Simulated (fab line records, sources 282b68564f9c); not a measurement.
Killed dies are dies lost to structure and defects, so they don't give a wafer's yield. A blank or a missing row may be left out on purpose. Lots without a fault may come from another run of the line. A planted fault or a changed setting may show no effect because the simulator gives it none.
A struck lot beside a sound one | flow rit_cmos | 10 steps out of a route of 202
Sound: wafers L180.1, L180.5, L180.6. Struck: wafers L183.1, L183.3, L183.5. The cause comes at the end.
At each step with rows: each side's tool, then ch and its chambers, then its first start. Under that, the readings that differ: sound wafers | struck wafers | difference of the means | sigmas: that difference in standard deviations of wafers without a fault.
alike: readings whose means differ by less than 2 such deviations, and words and numbers that are the same on both sides. not compared: withheld readings, readings that some wafer has no value for, bounds like >300 that may hide the same value, and numbers for which the record gives no deviation and whose values overlap.
The two part at a step that has a row with sigmas, a row that says differs or no value, or rows on one side only. Numbers that don't overlap but have no deviation are shown without sigmas and don't part them. A reading that every wafer of one side lacks parts them only if that side has two wafers or more.

RIT_ACTIVE_BOW_MEAS_00:
  sound on film_metro-02, day 2 16:00; struck on film_metro-04, day 3 07:00
  alike: INCOMING_BOW
then, 1 step without rows for these wafers: RIT_ACTIVE_OXIDATION_01 (target thk 46.8 nm, ox time 3360 s).
RIT_ACTIVE_THK_MEAS_02:
  sound on film_metro-01, day 2 18:03; struck on film_metro-02, day 3 09:03
  reading               | sound          | struck         | difference | sigmas
  ACTIVE_OXIDE_THK (nm) | 45.2 45.4 46.2 | 48.1 48.8 48.5 | +2.9       | +3
then, 1 step without rows for these wafers: RIT_ACTIVE_CVD_03 (deposits Si3N4 from SiH2Cl2/NH3, target thk 150 nm, time 1500 s).
RIT_ACTIVE_THK_MEAS_04:
  sound on film_metro-02, day 2 20:08; struck on film_metro-01, day 3 11:14
  alike: ACTIVE_NITRIDE_THK
then, 2 steps without rows for these wafers: RIT_ACTIVE_HMDS_05 (prime time 60 s); RIT_ACTIVE_COAT_06 (resist thk 1008 nm).
RIT_ACTIVE_SOFTBAKE_07: time 60 s.
  sound on litho_track-04 ch 0, day 2 20:30; struck on litho_track-04 ch 0, day 3 11:38
  reading                  | sound             | struck            | difference | sigmas
  heater_power_total_W (W) | 34.63 34.51 34.55 | 35.13 35.15 35.13 | +0.57      | +12
  plate_temp_C (C)         | 90.02 89.81 89.87 | 91.23 91.12 91.17 | +1.27      | +11
then, 1 step without rows for these wafers: RIT_ACTIVE_EXPOSE_08 (exposes mask M1, target cd 1400 nm).
RIT_M1_PROBE_99:
  sound on prober-02, day 4 17:44; struck on prober-01, day 5 07:19
  alike: killed_at_contacts, killed_at_front_end, killed_dies, killed_open, killed_short

WHERE THEY PART
First at RIT_ACTIVE_THK_MEAS_02; last, within this record, at RIT_ACTIVE_SOFTBAKE_07. Later steps at which nothing parts them and some readings are alike: RIT_M1_PROBE_99.

WHY: what the simulator had put in
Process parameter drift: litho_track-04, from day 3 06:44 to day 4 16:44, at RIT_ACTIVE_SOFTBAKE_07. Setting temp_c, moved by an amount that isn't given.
